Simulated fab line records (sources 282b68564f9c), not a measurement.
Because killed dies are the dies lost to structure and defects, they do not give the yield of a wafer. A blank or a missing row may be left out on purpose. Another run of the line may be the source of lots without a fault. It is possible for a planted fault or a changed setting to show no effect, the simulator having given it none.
fab line records    flow rit-cmos
record: lots: 14  wafers: 42  last-day: 7
route steps=202 shown CONTACT@168
lots with no fault: from the same line, run without faults
start-h: hours from the record's opening day to when the first of the lot's shown wafers began    wait-h: how many hours have passed since the lot's step before this one    " repeats the value in the row above    L1.1+2: a row that stands for several wafers    - no value present, or no start provided    * or withheld: withheld    < > ~ a bound
route shown NAME@n: names a module that has steps shown in the file, with the first one's number in the route    usual: average and standard deviation across the fault-free wafers    same: alike in all rows    chamber/n: place in a boat    sites: each site's reading    _std_site: the values' standard deviation    _edge_site: inner sites' mean taken away from outer sites' mean    radius-mm: how far each site lies from the wafer's centre    mask NAME#n: copy n    behind: the tool/chamber that last shaped the wafer    hold: why the lot went on hold/how many hours it stayed there/how the hold came to an end    device: the n, p or np transistor that did not switch    end of line: the same wafers' tests at the end of the route    a step with no rows: only its recipe    killed: at the first sort, the dies lost to defects and structure; wafer yield is something else    map: a wafer's dies, marking killed ones x, the rest . and places with no die _
set.NAME: setting as actually run; set.NAME@STEP: the setting as run at that earlier step    model.NAME: the simulator's own value behind a step, which no gauge read
the route's steps for a sample of lots (tables are steps, rows are wafers)
services: from which hour (start-h, from the record's first day; less than 0 if before it) a tool's chamber was out of use, for how many hours, and why
== steps ==
step: RIT_CONTACT_CVD_00
recipe: material: SiO2  target-thk-nm: 400  precursor: TEOS  temp-c: 390  time-s: 61  rf-w: 400
usual: heater-power-w: 330/54  rf-fwd-power-W: 396.7/1.7
lot.wafer  tool      chamber  start-h  wait-h  heater-power-w  rf-fwd-power-W
L443.2     pecvd-02  0        56.71    0.0     375             396.4
L443.3     "         1        "        "       387             399.6
L443.6     "         2        "        "       265             395.8
L444.3     pecvd-04  2        62.55    0.0     359             398.6
L444.4     "         0        "        "       276             395.3
L444.5     "         1        "        "       336             397.3
L446.2     pecvd-01  0        74.86    0.0     301             397.5
L446.3     "         1        "        "       395             399.6
L446.4     "         0        "        "       306             397.5
L447.1     pecvd-04  0        79.64    0.1     284             398.1
L447.3     "         1        "        "       379             397.0
L447.5     "         1        "        "       392             396.5
L451.1     pecvd-02  2        92.23    0.1     260             396.5
L451.3     "         0        "        "       229             554.4
L451.5     "         1        "        "       365             396.0
L454.3     pecvd-02  0        107.20   0.0     308             553.7
L454.5     "         0        "        "       310             554.3
L454.6     "         1        "        "       443             397.1
L455.2     pecvd-01  1        111.85   0.0     335             396.8
L455.3     "         2        "        "       330             395.4
L455.5     "         0        "        "       221             397.5
L456.1     pecvd-04  0        117.20   0.1     256             398.0
L456.2     "         2        "        "       275             397.3
L456.6     "         1        "        "       331             398.5
L458.1     pecvd-01  2        127.42   0.1     408             397.6
L458.3     "         0        "        "       290             397.2
L458.5     "         0        "        "       300             398.2
L459.1     pecvd-04  0        132.14   0.1     280             397.3
L459.2     "         2        "        "       347             398.0
L459.5     "         2        "        "       370             399.6
L461.1     pecvd-01  2        141.75   0.1     384             396.5
L461.3     "         2        "        "       409             397.1
L461.6     "         2        "        "       304             397.4
L462.4     pecvd-04  1        145.22   0.0     345             396.2
L462.5     "         2        "        "       316             396.9
L462.6     "         0        "        "       291             396.6
L465.2     pecvd-04  1        160.33   0.0     324             398.8
L465.5     "         2        "        "       273             398.3
L465.6     "         1        "        "       335             398.0
L466.1     pecvd-02  1        165.33   0.1     401             395.9
L466.5     "         1        "        "       424             397.7
L466.6     "         0        "        "       355             391.8
step: RIT_CONTACT_THK_MEAS_01
recipe: reads: SiO2_of_CONTACT_CVD_00
usual: CONTACT_TEOS_THK: 402/6.6
lot.wafer  tool           chamber  start-h  wait-h  CONTACT_TEOS_THK[nm]
L443.2     film-metro-02  -        56.78    0.0     398
L443.3     "              -        "        "       403
L443.6     "              -        "        "       405
L444.3     film-metro-04  -        62.62    0.0     388
L444.4     "              -        "        "       400
L444.5     "              -        "        "       393
L446.2     film-metro-03  -        74.92    0.0     399
L446.3     "              -        "        "       400
L446.4     "              -        "        "       402
L447.1     film-metro-03  -        79.69    0.0     396
L447.3     "              -        "        "       396
L447.5     "              -        "        "       396
L451.1     film-metro-02  -        92.28    0.0     408
L451.3     "              -        "        "       443
L451.5     "              -        "        "       412
L454.3     film-metro-03  -        107.27   0.0     434
L454.5     "              -        "        "       448
L454.6     "              -        "        "       407
L455.2     film-metro-03  -        111.92   0.0     401
L455.3     "              -        "        "       402
L455.5     "              -        "        "       405
L456.1     film-metro-03  -        117.25   0.0     396
L456.2     "              -        "        "       396
L456.6     "              -        "        "       398
L458.1     film-metro-03  -        127.47   0.0     409
L458.3     "              -        "        "       403
L458.5     "              -        "        "       408
L459.1     film-metro-04  -        132.19   0.0     397
L459.2     "              -        "        "       396
L459.5     "              -        "        "       402
L461.1     film-metro-02  -        141.83   0.1     393
L461.3     "              -        "        "       408
L461.6     "              -        "        "       405
L462.4     film-metro-03  -        145.28   0.0     405
L462.5     "              -        "        "       398
L462.6     "              -        "        "       404
L465.2     film-metro-03  -        160.39   0.0     398
L465.5     "              -        "        "       397
L465.6     "              -        "        "       400
L466.1     film-metro-04  -        165.41   0.1     403
L466.5     "              -        "        "       409
L466.6     "              -        "        "       401
== services ==
tool      chamber  start-h  hours  kind
pecvd-02  -        42.49    1.6    repair
pecvd-04  -        66.59    2.4    repair
pecvd-04  -        98.63    2.8    pm
pecvd-01  1        137.14   10.7   repair
pecvd-02  0        139.51   4.0    repair
pecvd-02  2        155.84   14.3   repair
== key ==
first-sign: step: RIT_CONTACT_CVD_00  reading: rf-fwd-power-W  direction: up  sigmas: 95  usual: 396.7  struck: 554.1
effect: step: RIT_CONTACT_THK_MEAS_01  reading: CONTACT_TEOS_THK  direction: up  sigmas: 6  usual: 402  struck: 442
met-at RIT_CONTACT_CVD_00
struck-lots L451,L454
struck-wafers L451.3,L454.3,L454.5
tester-left-out L451,L454
onset-between 56.71 92.23
fault: kind: process-parameter-drift  tool: pecvd-02  chamber: 0  onset-h: 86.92  steps: RIT_CONTACT_CVD_00  channel: rf-w  offset: 160  shape: step  end-h: 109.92  stated: 400
tester-left-out: of these lots the tester's yield and bins aren't shown, on N5 and GAA mostly nor the transistor test; their killed dies are dies lost to structure and defects alone, not to doping, threshold or leakage, so they don't give the yield
